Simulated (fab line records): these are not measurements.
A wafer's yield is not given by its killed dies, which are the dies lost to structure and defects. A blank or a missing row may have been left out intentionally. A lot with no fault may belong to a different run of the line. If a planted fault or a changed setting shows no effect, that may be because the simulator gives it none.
Comparing a struck lot with a sound one	flow rit_cmos	18 steps out of a route of 202
Sound: wafers L162.2, L162.4, L162.5. Struck: wafers L167.1, L167.3, L167.4. The cause is given at the end.
Each step with rows lists, per side, the tool, then ch with its chambers, then its first start. Under that, the readings that differ: sound wafers	struck wafers	difference of the means	sigmas: that difference in standard deviations of wafers without a fault.
alike: same words and numbers on both sides, and readings whose means sit less than 2 such deviations apart. not compared: any withheld reading, any reading some wafer has no value for, any bound like >300 that may hide the same value, and any number with overlapping values for which the record gives no deviation.
Wherever a step has rows on one side only, a row that says differs or no value, or a row with sigmas, the two part there. When numbers do not overlap yet have no deviation, they are printed without sigmas and do not part them. A reading missing from all wafers of one side parts the sides only when that side holds two or more wafers.

first, 4 steps without rows for these wafers: RIT_NLDD_SOFTBAKE_02 (time 60 s); RIT_NLDD_EXPOSE_03 (exposes mask M7, target cd 40700 nm); RIT_NLDD_PEB_04; RIT_NLDD_DEVELOP_05 (develop time 50 s).
RIT_NLDD_OVL_MEAS_06:
  sound on overlay-01 at day 3 06:00; struck on overlay-01 at day 4 10:19
  alike: NLDD_OVL
then, 2 steps without rows for these wafers: RIT_NLDD_HARDBAKE_07 (time 60 s); RIT_NLDD_IMPLANT_08.
RIT_NLDD_STRIP_09: strips in O2, time 180 s.
  sound on plasma_asher-04 ch 0,1, day 3 06:20; struck on plasma_asher-02 ch 0,1, day 4 10:40
  alike: drypump_motor_current_A
  not compared: rf_hours_counter_h
RIT_NLDD_TW_MEAS_10:
  sound on film_metro-04 at day 3 06:31; struck on film_metro-01 at day 4 10:50
  alike: NLDD_TW
then, 3 steps without rows for these wafers: RIT_PLDD_HMDS_00 (prime time 60 s); RIT_PLDD_COAT_01 (resist thk 1000 nm); RIT_PLDD_SOFTBAKE_02 (time 60 s).
RIT_PLDD_EXPOSE_03: exposes mask M8, target cd 40900 nm.
  sound on iline_stepper-02 ch 0, day 3 07:10; struck on iline_stepper-02 ch 0, day 4 11:28
reading	sound	struck	difference	sigmas
model.PLDD.overlay_x_nm (nm)	0.8718 0.8718 0.8718	-149.5 -149.5 -149.5	-150.4	
  alike: mask
then, 2 steps without rows for these wafers: RIT_PLDD_PEB_04; RIT_PLDD_DEVELOP_05 (develop time 50 s).
RIT_PLDD_OVL_MEAS_06:
  sound on overlay-01 at day 3 07:32; struck on overlay-02 at day 4 11:55
reading	sound	struck	difference	sigmas
PLDD_OVL (nm)	0.3 1.3 -0.4	-151.7 -148.2 -151.1	-150.7	-99 or more
then, 1 step without rows for these wafers: RIT_PLDD_HARDBAKE_07 (time 60 s).
RIT_M1_PROBE_99:
  sound on prober-01 at day 3 21:20; struck on prober-02 at day 5 02:01
reading	sound	struck	difference	sigmas
killed_short	2 0 1	4 8 5	+5	+2
model.etest.pldd.width_nm (nm)	3163 3152 3139	3111 3092 3088	-54	
  alike: killed_at_contacts, killed_at_front_end, killed_dies, killed_on_rim, killed_open

WHERE THEY PART
First at RIT_PLDD_OVL_MEAS_06; last, within this record, at RIT_M1_PROBE_99.

WHY: what had been put in by the simulator
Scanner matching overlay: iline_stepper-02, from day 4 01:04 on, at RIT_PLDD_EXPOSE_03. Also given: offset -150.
